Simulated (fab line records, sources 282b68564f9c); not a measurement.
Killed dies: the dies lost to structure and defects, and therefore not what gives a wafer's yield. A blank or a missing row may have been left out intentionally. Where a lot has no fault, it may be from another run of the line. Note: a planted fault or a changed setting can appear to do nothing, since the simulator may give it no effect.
What tool caused it? -- flow rit cmos -- 39 wafers sampled from 13 lots at 1 step of a route of 202

== WHAT THE GAUGES READ, wafer by wafer ==
The record holds no reading of a measuring or inspecting step that can be judged against a usual standard deviation.

== WHICH TOOL RAN EACH LOT (tool, then ch and the chambers of the sampled wafers, then the start) ==
lot,RIT_GATE_ETCH_19
L428,"rie si-02 ch 0,3, day 2 13:37"
L429,"rie si-01 ch 0,1, day 2 17:13"
L430,"rie si-02 ch 0,2, day 3 00:16"
L432,"rie si-02 ch 1,2, day 3 09:32"
L434,"rie si-02 ch 1,2,3, day 3 20:46"
L435,"rie si-01 ch 0,2,3, day 4 02:40"
L437,"rie si-01 ch 0,3, day 4 12:10"
L438,"rie si-02 ch 0,1,2, day 4 16:08"
L440,"rie si-02 ch 0,2, day 5 06:14"
L444,"rie si-02 ch 1,3, day 6 07:24"
L445,"rie si-01 ch 0,3, day 6 07:37"
L446,"rie si-02 ch 0,1,2, day 6 14:31"
L449,"rie si-01 ch 0,1,2, day 7 04:09"
- RIT_GATE_ETCH_19: etches poly-Si in SF6/CHF3/O2, stops on SiO2, time 165 s, target depth 312.5 nm.

== WHAT THE TOOLS THEMSELVES READ (means of the sampled wafers that have a number; where no wafer has one, the mark that the record gives instead) ==
RIT_GATE_ETCH_19. Usual: CHF3_flow_sccm 30.00 sccm, standard deviation 0.085; drypump motor current A 5.7 A, standard deviation 0.48; oes product au 0.849 a.u., standard deviation 0.015; throttle valve pct 10.26 %, standard deviation 0.16.
lot,tool,CHF3_flow_sccm (sccm),drypump motor current A (A),oes product au (a.u.),throttle valve pct (%),flag
L428,rie si-02,30.02,6.4,0.847,10.38,
L429,rie si-01,30.05,5.1,0.836,10.08,
L430,rie si-02,29.99,5.5,0.850,10.41,
L432,rie si-02,29.97,5.3,0.839,10.36,
L434,rie si-02,30.03,5.7,0.840,10.35,
L435,rie si-01,30.01,5.6,0.853,10.23,
L437,rie si-01,30.00,5.6,0.837,10.28,
L438,rie si-02,29.96,5.5,0.838,10.28,
L440,rie si-02,29.96,5.7,0.849,10.33,
L444,rie si-02,30.04,5.7,0.859,10.22,
L445,rie si-01,30.04,5.6,0.847,10.27,
L446,rie si-02,30.07,5.5,0.847,10.28,
L449,rie si-01,29.96,5.4,0.870,10.14,

== THE ANSWER, worked out from the rows above alone ==
Rule: take the mean of a lot's wafers that have a number; if it is more than 3 standard deviations from the usual mean, the lot is off. A lot without any number at a reading at which 4 lots or more have one is off too. The other lots that the step has rows for count as sound. First the gauges in route order, then the tools' own readings, where a lot's mean is used as printed above. The first step at which some lot is off is used, and at that step the reading that is off furthest; a lot without a number counts as furthest.
No lot is off on any of the readings shown, so nothing can be concluded from this.

== WHAT WAS PUT IN BY THE SIMULATOR ==
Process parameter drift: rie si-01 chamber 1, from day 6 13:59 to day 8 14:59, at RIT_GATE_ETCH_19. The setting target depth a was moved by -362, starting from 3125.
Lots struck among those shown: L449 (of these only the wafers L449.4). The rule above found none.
